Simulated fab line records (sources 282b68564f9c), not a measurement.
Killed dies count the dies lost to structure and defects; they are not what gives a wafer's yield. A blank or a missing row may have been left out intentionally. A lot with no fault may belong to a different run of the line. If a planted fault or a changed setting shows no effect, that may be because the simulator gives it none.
The tool behind it: which one?    flow rit_cmos    13 lots, 39 wafers sampled, at 3 steps of a route of 202

== WHAT THE GAUGES READ, wafer by wafer ==
RIT_PRETRO_TW_MEAS_10.
lot   measured     on             PRETRO_TW
L852  day 2 13:35  film_metro-01  475.2 477.1 476.6
L853  day 2 22:13  film_metro-01  476.9 478.9 477.1
L855  day 3 05:58  film_metro-01  475.1 475.2 475.1
L856  day 3 11:51  film_metro-02  478.1 477.9 479.4
L857  day 3 19:47  film_metro-03  479.4 480.8 480.3
L858  day 4 00:42  film_metro-01  475.8 478.0 473.9
L860  day 4 07:58  film_metro-03  480.9 481.9 481.6
L861  day 4 12:43  film_metro-03  478.7 478.3 478.0
L864  day 5 06:14  film_metro-03  477.5 479.9 480.5
L869  day 6 02:49  film_metro-03  475.4 473.4 475.9
L871  day 6 13:53  film_metro-01  484.7 481.9 479.5
L872  day 6 17:34  film_metro-01  480.7 479.3 479.4
L874  day 7 07:11  film_metro-02  479.4 479.7 483.8

RIT_NSD_OVL_MEAS_06.
lot   measured     on          NSD_OVL (nm)
L852  day 3 05:43  overlay-02  -2.1 -0.2 0.4
L853  day 3 19:03  overlay-01  -0.2 0.5 -0.9
L855  day 3 22:44  overlay-01  -1.7 -1.4 -1.3
L856  day 4 05:47  overlay-01  0.1 1.8 1.9
L857  day 4 13:33  overlay-02  -1.0 -0.4 -0.3
L858  day 4 16:41  overlay-02  -0.4 -0.3 -1.9
L861  day 5 05:18  overlay-02  -3.1 -2.1 -2.5
L864  day 5 22:47  overlay-02  0.0 0.8 0.4
L869  day 6 22:47  overlay-01  0.6 1.3 1.5
L871  day 7 06:36  overlay-02  -1.2 0.8 -0.4
L872  day 7 11:45  overlay-01  1.5 0.6 -0.5
L874  day 8 01:02  overlay-01  0.0 -2.1 -1.1

== EACH LOT AND THE TOOL THAT RAN IT (in order: tool; ch and the chambers of the sampled wafers; start) ==
lot   RIT_PLDD_STRIP_09
L852  plasma_asher-04 ch 0,1, day 3 01:57
L853  plasma_asher-01 ch 0,1, day 3 15:31
L855  plasma_asher-01 ch 0,1, day 3 19:01
L856  plasma_asher-02 ch 0,1, day 4 02:00
L857  plasma_asher-02 ch 0,1, day 4 09:56
L858  plasma_asher-04 ch 0, day 4 12:37
L860  plasma_asher-02 ch 1, day 4 22:00
L861  plasma_asher-01 ch 0,1, day 5 01:46
L864  plasma_asher-04 ch 0,1, day 5 19:12
L869  plasma_asher-04 ch 0,1, day 6 19:04
L871  plasma_asher-02 ch 0,1, day 7 02:46
L872  plasma_asher-04 ch 0,1, day 7 08:10
L874  plasma_asher-02 ch 0,1, day 7 21:06
- RIT_PLDD_STRIP_09: strips in O2, time 180 s.

== WHAT THE TOOLS THEMSELVES READ (means of the sampled wafers that have a number; where no wafer has one, the mark that the record gives instead) ==
RIT_PLDD_STRIP_09.
lot   tool             drypump_motor_current_A (A)  run_length_s (s)
L852  plasma_asher-04  5.71                         208.1
L853  plasma_asher-01  5.76                         208.1
L855  plasma_asher-01  5.74                         208.2
L856  plasma_asher-02  5.52                         208.5
L857  plasma_asher-02  5.52                         208.6
L858  plasma_asher-04  5.97                         208.2
L860  plasma_asher-02  5.35                         72.1
L861  plasma_asher-01  5.48                         208.3
L864  plasma_asher-04  5.71                         208.0
L869  plasma_asher-04  5.71                         207.9
L871  plasma_asher-02  5.51                         208.5
L872  plasma_asher-04  5.85                         207.8
L874  plasma_asher-02  5.65                         209.2

== THE ANSWER, worked out from the rows above alone ==
Rule: what is usual is taken from the lots themselves. The widest of any qualifying gaps counts: lots, ordered by their means at a reading, are off when they make up no more than a third of the lots, leave a main group of 4 or more, and stand apart from it by 3 or more times the standard deviation of that group's means. A main group is skipped when, at the precision printed for the reading in the tables above, its means are all equal. Also off: a lot with no number at a reading for which 4 or more lots have one. The other lots that the step has rows for count as sound. Order of review: gauges by route order, followed by the tools' own readings, for which a lot's mean as printed above is used. The first step at which some lot is off is used, and at that step the reading that is off furthest; a lot without a number counts as furthest.
Off: L860, at RIT_PLDD_STRIP_09 (run_length_s). The main group has a mean of 208.3 s with a standard deviation of 0.36.
If a tool, at that step or one of the process steps before it, ran each lot that is off and ran no sound lot following the first of them, it fits. None of those tried fits.

== WHAT WAS PUT IN BY THE SIMULATOR ==
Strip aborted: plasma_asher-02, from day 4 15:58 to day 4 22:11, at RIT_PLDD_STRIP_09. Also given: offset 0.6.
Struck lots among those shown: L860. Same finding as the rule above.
